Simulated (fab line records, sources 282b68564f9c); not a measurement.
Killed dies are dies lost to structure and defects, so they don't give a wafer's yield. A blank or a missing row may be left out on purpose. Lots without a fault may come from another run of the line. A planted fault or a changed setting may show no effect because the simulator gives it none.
Which tool did it? | flow rit_cmos | 14 lots, 42 wafers sampled, at 1 step of a route of 202

WHAT THE GAUGES READ, wafer by wafer
The record holds no reading of a measuring or inspecting step that can be judged against a usual standard deviation.

WHICH TOOL RAN EACH LOT (tool, then ch and the chambers of the sampled wafers, then the start)
lot  | RIT_PWELL_DEVELOP_05
L905 | litho_track-01 ch 0, day 1 23:00
L907 | litho_track-04 ch 0, day 2 10:00
L908 | litho_track-04 ch 0, day 2 14:00
L909 | litho_track-04 ch 0, day 2 19:00
L911 | litho_track-02 ch 0, day 3 05:00
L912 | litho_track-04 ch 0, day 3 10:00
L913 | litho_track-01 ch 0, day 3 15:00
L915 | litho_track-04 ch 0, day 4 06:00
L919 | litho_track-01 ch 0, day 4 23:00
L920 | litho_track-02, day 5 02:00
L921 | litho_track-01, day 5 07:00
L922 | litho_track-01 ch 0, day 5 13:00
L927 | litho_track-01 ch 0, day 6 13:00
L928 | litho_track-04 ch 0, day 6 17:00
- RIT_PWELL_DEVELOP_05: develop time 68 s.

WHAT THE TOOLS THEMSELVES READ (means of the sampled wafers that have a number; where no wafer has one, the mark that the record gives instead)
RIT_PWELL_DEVELOP_05. Usual: chill_plate_temp_C 23.02 C, standard deviation 0.11.
lot  | tool           | chill_plate_temp_C (C) | flag
L905 | litho_track-01 | 23.07                  |
L907 | litho_track-04 | 23.21                  |
L908 | litho_track-04 | 23.08                  |
L909 | litho_track-04 | 23.06                  |
L911 | litho_track-02 | 23.08                  |
L912 | litho_track-04 | 22.95                  |
L913 | litho_track-01 | 23.00                  |
L915 | litho_track-04 | 22.97                  |
L919 | litho_track-01 | 23.09                  |
L920 | litho_track-02 | -                      | OFF
L921 | litho_track-01 | -                      | OFF
L922 | litho_track-01 | 23.01                  |
L927 | litho_track-01 | 22.95                  |
L928 | litho_track-04 | 22.98                  |

THE ANSWER, worked out from the rows above alone
Rule: a lot is off if the mean of its wafers that have a number lies more than 3 standard deviations from the usual mean. A lot without any number at a reading at which 4 lots or more have one is off too. The other lots that the step has rows for count as sound. The gauges are gone through in route order, then the tools' own readings, and for those a lot's mean is taken as printed above. The first step at which some lot is off is used, and at that step the reading that is off furthest; a lot without a number counts as furthest.
Off: L920, L921, at RIT_PWELL_DEVELOP_05 (chill_plate_temp_C). Without a number there: L920, L921.
A tool fits if, at that step or a process step before it, it ran every lot that is off, and no sound lot after the first of them. None of those tried fits.

WHAT THE SIMULATOR HAD PUT IN
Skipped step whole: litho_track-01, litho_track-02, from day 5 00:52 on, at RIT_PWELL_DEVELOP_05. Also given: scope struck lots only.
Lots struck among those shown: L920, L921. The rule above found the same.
